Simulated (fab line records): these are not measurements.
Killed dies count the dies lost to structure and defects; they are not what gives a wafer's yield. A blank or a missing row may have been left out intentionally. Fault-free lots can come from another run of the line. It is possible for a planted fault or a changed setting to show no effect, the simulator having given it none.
Which of the tools did it? ; flow ritCmos ; 15 lots, 45 wafers sampled, at 2 steps of a route of 202

## WHAT THE GAUGES SHOWED, per wafer
RIT_PWELL_OVL_MEAS_06.
lot;measured;on;PWELL_OVL (nm)
L146;day 2 02:05;overlay-01;-0.5 -2.5 1.0
L147;day 2 06:21;overlay-01;-2.6 -2.7 -2.8
L148;day 2 09:52;overlay-02;0.6 -0.5 0.9
L149;day 2 21:19;overlay-01;0.3 0.5 1.0
L150;day 3 01:34;overlay-02;0.1 0.0 -0.5
L152;day 3 06:32;overlay-02;-1.7 -2.8 -2.9
L155;day 3 23:55;overlay-01;-0.8 0.3 -0.1
L156;day 4 01:43;overlay-01;-1.5 -1.3 -1.3
L157;day 4 06:53;overlay-02;-1.2 -2.5 -0.9
L158;day 4 13:30;overlay-02;-0.9 0.4 -1.4
L159;day 4 18:29;overlay-01;-1.1 -0.4 0.7
L160;day 4 21:14;overlay-02;359.0 358.3 358.8
L161;day 5 03:09;overlay-01;358.0 357.7 359.7
L164;day 5 16:44;overlay-02;360.8 360.7 360.0
L168;day 6 16:01;overlay-01;-2.7 -3.0 -2.9

## EACH LOT AND THE TOOL THAT RAN IT (in order: tool; ch and the chambers of the sampled wafers; start)
lot;RIT_PWELL_EXPOSE_03
L146;ilineStepper-01 ch 0, day 2 01:40
L147;ilineStepper-02 ch 0, day 2 05:56
L148;ilineStepper-02 ch 0, day 2 09:27
L149;ilineStepper-02 ch 0, day 2 20:53
L150;ilineStepper-01 ch 0, day 3 01:10
L152;ilineStepper-02 ch 0, day 3 05:57
L155;ilineStepper-02 ch 0, day 3 23:29
L156;ilineStepper-02 ch 0, day 4 01:20
L157;ilineStepper-02 ch 0, day 4 06:27
L158;ilineStepper-02 ch 0, day 4 13:05
L159;ilineStepper-02 ch 0, day 4 18:04
L160;ilineStepper-02 ch 0, day 4 20:49
L161;ilineStepper-02 ch 0, day 5 02:44
L164;ilineStepper-02 ch 0, day 5 16:19
L168;ilineStepper-01 ch 0, day 6 15:35
- RIT_PWELL_EXPOSE_03: exposes mask M3, target cd 43700 nm.

## AS READ BY THE TOOLS THEMSELVES (means over the sampled wafers that have a number; for cases with no such wafer, the mark the record gives instead)
The record holds no such reading with a usual standard deviation.

## THE ANSWER, worked out from the rows above alone
Rule: usual is defined by the lots themselves. Put in order of their means at a reading, lots are off if they are a third of the lots or fewer, leave a main group of 4 or more, and stand apart from it by a gap of 3 or more times the standard deviation of the main group's means; of several such gaps the widest counts. A main group whose means are all the same, to the digits that the tables above print for the reading, isn't used. A lot without any number at a reading at which 4 lots or more have one is off too. Any other lot the step has rows for is counted as sound. First the gauges in route order, then the tools' own readings, where a lot's mean is used as printed above. The first step at which some lot is off is used, and at that step the reading that is off furthest; a lot without a number counts as furthest.
Off: at RIT_PWELL_OVL_MEAS_06 (PWELL_OVL), L160, L161, L164. Main group: mean -1.0 nm, sd 1.1.
If a tool, at a process step before that reading, ran all the lots that are off and no sound lot after the first of them, it fits. Those tools and the gauges at RIT_PWELL_OVL_MEAS_06 are tried in the same way. One fits: RIT_PWELL_EXPOSE_03 on ilineStepper-02. A fault onset in the window from L159 (day 4 18:04, its last sound lot) to L160 (day 4 20:49, its first lot off) fits.

## WHAT THE SIMULATOR HAD INSERTED
Scanner matching overlay: ilineStepper-02, from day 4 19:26 on, at RIT_PWELL_EXPOSE_03. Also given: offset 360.
Lots struck among those shown: L160, L161, L164. The rule above reached the same finding.
